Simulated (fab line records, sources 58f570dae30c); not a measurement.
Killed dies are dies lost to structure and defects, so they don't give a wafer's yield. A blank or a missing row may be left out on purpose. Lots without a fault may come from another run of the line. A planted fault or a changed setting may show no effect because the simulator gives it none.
Which tool did it? | flow berkeley_cmos170 | 13 lots, 39 wafers sampled, at 1 step of a route of 331

WHAT THE GAUGES READ, wafer by wafer
The record holds no reading of a measuring or inspecting step that can be judged against a usual standard deviation.

WHICH TOOL RAN EACH LOT (tool, then ch and the chambers of the sampled wafers, then the start)
lot  | UCB170_CONTACT_ETCH_18
L734 | rie_diel-04 ch 0,2, day 8 02:00
L736 | rie_diel-04 ch 0,2,3, day 8 08:00
L737 | rie_diel-01 ch 0,1,2, day 8 23:00
L740 | rie_diel-03 ch 0,1,3, day 9 03:00
L743 | rie_diel-04 ch 0,3, day 9 19:00
L742 | rie_diel-03 ch 0,2,3, day 9 19:00
L748 | rie_diel-03 ch 2,3, day 10 19:00
L750 | rie_diel-04 ch 0,1,2, day 11 07:00
L752 | rie_diel-01 ch 2,3, day 11 07:00
L751 | rie_diel-04 ch 1,2,3, day 11 07:00
L753 | rie_diel-04 ch 1,2,3, day 11 08:00
L756 | rie_diel-01 ch 2,3, day 12 06:00
L757 | rie_diel-01 ch 0,1,2, day 12 19:00
- UCB170_CONTACT_ETCH_18: etches PSG in CHF3/CF4/Ar, stops on TiSi2, target depth 840 nm, time 195 s.

WHAT THE TOOLS THEMSELVES READ (means of the sampled wafers that have a number; where no wafer has one, the mark that the record gives instead)
UCB170_CONTACT_ETCH_18.
lot  | tool        | drypump_motor_current_A (A) | oes_product_au (a.u.) | rf_fwd_power_W (W) | throttle_valve_pct (%)
L734 | rie_diel-04 | 5.73                        | 0.900                 | 696.5              | 6.74
L736 | rie_diel-04 | 5.69                        | 0.902                 | 700.0              | 6.86
L737 | rie_diel-01 | 5.89                        | 0.890                 | 697.1              | 7.01
L740 | rie_diel-03 | 5.99                        | 0.898                 | 697.2              | 7.02
L743 | rie_diel-04 | 5.75                        | 0.891                 | 698.6              | 6.98
L742 | rie_diel-03 | 6.15                        | 0.907                 | 696.6              | 6.93
L748 | rie_diel-03 | 5.97                        | 0.901                 | 731.9              | 6.90
L750 | rie_diel-04 | 5.68                        | 0.899                 | 698.0              | 6.80
L752 | rie_diel-01 | 5.66                        | 0.908                 | 698.9              | 7.00
L751 | rie_diel-04 | 5.63                        | 0.898                 | 698.4              | 6.93
L753 | rie_diel-04 | 5.59                        | 0.902                 | 697.7              | 6.92
L756 | rie_diel-01 | 5.66                        | 0.895                 | 699.2              | 6.98
L757 | rie_diel-01 | 5.87                        | 0.892                 | 697.1              | 7.00

THE ANSWER, worked out from the rows above alone
Rule: what is usual is taken from the lots themselves. Put in order of their means at a reading, lots are off if they are a third of the lots or fewer, leave a main group of 4 or more, and stand apart from it by a gap of 3 or more times the standard deviation of the main group's means; of several such gaps the widest counts. A main group whose means are all the same, to the digits that the tables above print for the reading, isn't used. A lot without any number at a reading at which 4 lots or more have one is off too. The other lots that the step has rows for count as sound. The gauges are gone through in route order, then the tools' own readings, and for those a lot's mean is taken as printed above. The first step at which some lot is off is used, and at that step the reading that is off furthest; a lot without a number counts as furthest.
Off: L748, at UCB170_CONTACT_ETCH_18 (rf_fwd_power_W). The main group: mean 697.9 W, standard deviation 1.1.
A tool fits if, at that step or a process step before it, it ran every lot that is off, and no sound lot after the first of them. One fits: rie_diel-03 at UCB170_CONTACT_ETCH_18. Its last sound lot is L742 (day 9 19:00), its first lot that is off L748 (day 10 19:00): a fault that began between those two fits.
The tool's own readings at UCB170_CONTACT_ETCH_18 bear it out: on the lots that are off they differ by more than 5 times the standard deviation of the sound lots' means. rf_fwd_power_W reads 731.9 W there against 697.9 W on the sound lots.

WHAT THE SIMULATOR HAD PUT IN
Process parameter drift: rie_diel-03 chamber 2, from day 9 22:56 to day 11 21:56, at UCB170_CONTACT_ETCH_18. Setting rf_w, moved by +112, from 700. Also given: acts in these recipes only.
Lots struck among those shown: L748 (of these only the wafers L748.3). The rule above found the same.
